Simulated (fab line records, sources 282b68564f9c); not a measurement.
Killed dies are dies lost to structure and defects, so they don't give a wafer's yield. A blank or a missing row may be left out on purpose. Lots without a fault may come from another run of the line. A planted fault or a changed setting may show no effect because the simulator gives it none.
One fault seen from 2 desks | flow rit_cmos | each desk has only its own numbers; what lay behind them comes last

THE METROLOGY DESK
What the gauges read, lot by lot, whatever tool the lot ran on: means of the sampled wafers that have a number. A lot is out of limits, marked OUT, if its mean lies more than 4 standard deviations from the usual mean; the brackets give that distance.
Columns: A = SILICIDE_TI_RS at RIT_SILICIDE_RS_MEAS_02, usual 48.0 ohm/sq; B = cd_nm at RIT_CONTACT_CD_MEAS_08, usual 1000.3 nm; C = cd_nm at RIT_M1_CD_MEAS_09, usual 2600.0 nm; D = M1_BOW at RIT_M1_BOW_MEAS_16, usual 17 um
lot  | first seen here | A    | B      | C                | D
L526 | day 3 12:35     | 47.6 | 997.9  | 2601.4           | 18
L527 | day 3 17:54     | 47.7 | 1001.6 | 2601.6           | 20
L528 | day 3 18:01     | 48.4 | 998.5  | 2601.0           | 14
L529 | day 4 01:46     | 49.1 | 998.7  | 2602.3           | 17
L530 | day 4 05:08     | 47.9 | 1000.3 | 2597.6           | 16
L531 | day 4 09:08     | 48.3 | 998.9  | 2533.1 (-32) OUT | 14
L532 | day 4 11:54     | 48.7 | 1000.9 | 2544.2 (-27) OUT | 18
L536 | day 5 17:17     | 47.7 | 998.3  | 2529.8 (-33) OUT | 11
L539 | day 6 13:10     | 48.2 | 999.4  | 2602.5           | 18
L541 | day 6 16:32     | 46.9 | 1001.8 | 2600.1           | 14
L542 | day 6 23:57     | 48.4 | 999.5  | 2598.4           | 16
L543 | day 7 07:26     | 48.0 | 1001.5 | 2595.3           | 19
L546 | day 7 12:26     | 48.2 | 1002.1 | 2601.3           | 25
L545 | day 7 12:35     | 48.6 | 1001.2 | 2601.9           | 17
L549 | day 8 03:28     | 47.8 | 1001.4 | 2598.1           | 16
This desk's finding: out of limits on L531, L532, L536; first on L531, day 4 13:11 (cd_nm at RIT_M1_CD_MEAS_09). In limits: L526, L527, L528, L529, L530, L539, L541, L542, L543, L546, L545, L549.

THE TOOL OWNER'S DESK: litho_track-01
The tool's own readings at RIT_M1_COAT_04 (resist thk 1300 nm): means of the sampled wafers that have a number, for each lot that ran on this tool. A lot is out of limits, marked OUT, if its mean lies more than 4 standard deviations from the usual mean; the brackets give that distance.
Columns: A = spin_speed_rpm at RIT_M1_COAT_04, usual 2000.3 rpm
lot  | first seen here | A
L526 | day 3 15:48     | 2001.6
L527 | day 3 21:14     | 2001.0
L529 | day 4 05:05     | 1999.1
L531 | day 4 12:28     | 2002.0
L532 | day 4 15:25     | 1999.9
L536 | day 5 20:38     | 2000.5
This desk's finding: nothing out of limits on any of the 6 lots.

PUT TOGETHER
The metrology desk could have raised an alarm at day 4 13:11, on L531, L532, L536.
The tool owner's desk saw nothing out of limits.
The tool owner's desk has L531, L532, L536 on record, within its limits.
Of the lots named, all ran RIT_M1_COAT_04 on litho_track-01.

WHAT THE SIMULATOR HAD PUT IN
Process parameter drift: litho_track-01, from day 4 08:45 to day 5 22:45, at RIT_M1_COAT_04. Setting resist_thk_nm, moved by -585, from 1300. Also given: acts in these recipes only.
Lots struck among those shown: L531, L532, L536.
Hours from the fault's start to each desk's first reading out of limits: the metrology desk, 4.
